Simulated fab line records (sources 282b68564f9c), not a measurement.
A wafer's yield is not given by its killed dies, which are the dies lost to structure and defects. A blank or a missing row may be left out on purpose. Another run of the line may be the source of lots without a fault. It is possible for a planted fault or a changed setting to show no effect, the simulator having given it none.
Comparing a struck lot with a sound one / flow rit_cmos / 16 out of 202 route steps
Sound: wafers L640.2, L640.5, L640.6. Wafers L642.1, L642.2, L642.4 were the ones struck. The cause is given at the end.
Order at every step that has rows: each side's tool, ch and its chambers, its first start. Under that, the readings that differ: sound wafers / struck wafers / difference of the means / sigmas: that difference in standard deviations of wafers without a fault.
alike: same words and numbers on both sides, and readings whose means sit less than 2 such deviations apart. not compared: any withheld reading, any reading some wafer has no value for, any bound like >300 that may hide the same value, and any number with overlapping values for which the record gives no deviation.
The two part at a step that has a row with sigmas, a row that says differs or no value, or rows on one side only. Numbers that don't overlap but have no deviation are shown without sigmas and don't part them. A reading missing from all wafers of one side parts the sides only when that side holds two or more wafers.

RIT_GATE_THK_MEAS_07:
  sound on film_metro-01 at day 3 21:42; struck on film_metro-02 at day 4 08:24
  alike: GATE_OXIDE_THK
then, 1 step without rows for these wafers: RIT_GATE_CVD_08 (deposits poly-Si from SiH4, target thk 250 nm, time 2220 s).
RIT_GATE_THK_MEAS_09:
  sound on film_metro-01 at day 3 23:35; struck on film_metro-04 at day 4 10:04
  alike: GATE_POLY_THK
then, 6 steps without rows for these wafers: RIT_GATE_HMDS_10 (prime time 60 s); RIT_GATE_COAT_11 (resist thk 850 nm); RIT_GATE_SOFTBAKE_12 (time 60 s); RIT_GATE_EXPOSE_13 (exposes mask M6, target cd 150 nm); RIT_GATE_PEB_14; RIT_GATE_DEVELOP_15 (develop time 51.25 s).
RIT_GATE_CD_MEAS_16 targets a cd of 150 nm.
  sound on cd_sem-01 at day 4 00:38; struck on cd_sem-02 at day 4 11:07
  alike: cd_nm
RIT_GATE_OVL_MEAS_17:
  sound on overlay-01 at day 4 00:44; struck on overlay-01 at day 4 11:14
  alike: GATE_OVL
then, 1 step without rows for these wafers: RIT_GATE_HARDBAKE_18 (time 60 s).
RIT_GATE_ETCH_19: etches poly-Si in SF6/CHF3/O2, stops on SiO2, time 165 s, target depth 312.5 nm.
  sound on rie_si-01 ch 0,3, day 4 00:55; struck on rie_si-01 ch 1,2, day 4 11:25
  no value came back on the struck wafers for any of 5 readings (CHF3_flow_sccm (sccm), O2_flow_sccm (sccm) and others); on the sound wafers CHF3_flow_sccm (sccm) reads 30.12 30.18 30.00
reading=model.NOVOLAK_of_GATE_COAT_11.thk_nm (nm); sound=673.9 674 673; struck=753.1 755.1 754.5; difference=+80.6; sigmas=
reading=model.SiO2_of_FOX2_OXIDATION_00.thk_nm (nm); sound=242.8 242.7 247.8; struck=259.9 255.8 254.7; difference=+12.4; sigmas=
  not compared: rf_hours_counter_h
RIT_GATE_STRIP_20: strips in O2, time 180 s.
  sound on plasma_asher-03 ch 0,1, day 4 01:02; struck on plasma_asher-01 ch 0,1, day 4 11:31
  alike: drypump_motor_current_A
  not compared: rf_hours_counter_h
RIT_GATE_CD_MEAS_90 targets a cd of 150 nm.
  sound on cd_sem-02 at day 4 01:14; struck on cd_sem-02 at day 4 11:42
reading=cd_nm (nm); sound=153 155 153; struck=- - -; difference=no value on the struck wafers; sigmas=
RIT_M1_PROBE_99:
  sound on prober-02 at day 4 23:00; struck on prober-02 at day 5 08:25
reading=killed_at_front_end; sound=11 7 5; struck=264 264 264; difference=+256; sigmas=+78
reading=killed_dies; sound=11 7 5; struck=264 264 264; difference=+256; sigmas=+78
reading=killed_on_rim; sound=2 3 1; struck=70 70 70; difference=+68; sigmas=+49
  alike: killed_open, killed_short

== WHERE THEY PART ==
Last at RIT_M1_PROBE_99 as far as this record goes, first at RIT_GATE_ETCH_19.

WHY: the cause the simulator had injected
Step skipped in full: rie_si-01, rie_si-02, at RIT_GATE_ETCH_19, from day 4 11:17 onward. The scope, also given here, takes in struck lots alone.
